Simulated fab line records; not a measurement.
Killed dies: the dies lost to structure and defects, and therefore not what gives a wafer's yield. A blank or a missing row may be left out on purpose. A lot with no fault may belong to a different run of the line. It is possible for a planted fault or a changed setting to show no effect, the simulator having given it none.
The tool behind it: which one? / flow berkeley cmos170 / 14 lots, 42 wafers sampled, at 1 step of a route of 331

## WHAT EACH GAUGE READ, for each wafer
UCB170_NWELL_THK_MEAS_02. Usual: for NWELL_OXIDE_THK the level is 26.3 nm and the standard deviation is 0.47.
lot=L822; measured=day 2 01:23; on=film metro-04; NWELL_OXIDE_THK (nm)=26.2 26.7 26.5; flag=
lot=L823; measured=day 2 07:55; on=film metro-03; NWELL_OXIDE_THK (nm)=25.6 25.7 25.8; flag=
lot=L825; measured=day 2 14:04; on=film metro-03; NWELL_OXIDE_THK (nm)=26.2 26.0 26.4; flag=
lot=L824; measured=day 2 14:06; on=film metro-04; NWELL_OXIDE_THK (nm)=26.3 26.0 26.3; flag=
lot=L826; measured=day 3 03:38; on=film metro-01; NWELL_OXIDE_THK (nm)=26.5 27.0 26.6; flag=
lot=L827; measured=day 3 11:41; on=film metro-03; NWELL_OXIDE_THK (nm)=25.6 26.1 26.1; flag=
lot=L829; measured=day 3 18:01; on=film metro-04; NWELL_OXIDE_THK (nm)=25.6 25.9 25.6; flag=
lot=L831; measured=day 3 23:32; on=film metro-03; NWELL_OXIDE_THK (nm)=26.8 26.6 27.0; flag=
lot=L836; measured=day 4 21:07; on=film metro-03; NWELL_OXIDE_THK (nm)=25.9 26.4 26.7; flag=
lot=L837; measured=day 5 04:17; on=film metro-04; NWELL_OXIDE_THK (nm)=26.2 26.6 26.3; flag=
lot=L838; measured=day 5 10:08; on=film metro-01; NWELL_OXIDE_THK (nm)=26.7 26.6 26.5; flag=
lot=L843; measured=day 6 10:34; on=film metro-01; NWELL_OXIDE_THK (nm)=26.3 26.5 27.1; flag=
lot=L844; measured=day 6 20:43; on=film metro-03; NWELL_OXIDE_THK (nm)=27.1 27.5 27.1; flag=
lot=L845; measured=day 7 02:19; on=film metro-01; NWELL_OXIDE_THK (nm)=26.3 26.3 26.6; flag=

## TOOL THAT RAN EACH LOT (tool first, then ch and the chambers of the sampled wafers, then the start)
Before these readings, the record contains no process step.

## WHAT THE TOOLS THEMSELVES READ (means of the sampled wafers that have a number; where no wafer has one, the mark that the record gives instead)
The record holds no such reading with a usual standard deviation.

## THE ANSWER, worked out from the rows above alone
Rule: lot off if the mean of its wafers having a number is beyond 3 standard deviations from the usual mean. A lot without any number at a reading at which 4 lots or more have one is off too. All remaining lots with rows at the step are treated as sound. After the gauges, taken in route order, come the tools' own readings; for these a lot's mean is taken, as printed above. The first step at which some lot is off is used, and at that step the reading that is off furthest; a lot without a number counts as furthest.
No lot is off at any reading shown: from this, nothing can be told.

## WHAT THE SIMULATOR HAD INSERTED
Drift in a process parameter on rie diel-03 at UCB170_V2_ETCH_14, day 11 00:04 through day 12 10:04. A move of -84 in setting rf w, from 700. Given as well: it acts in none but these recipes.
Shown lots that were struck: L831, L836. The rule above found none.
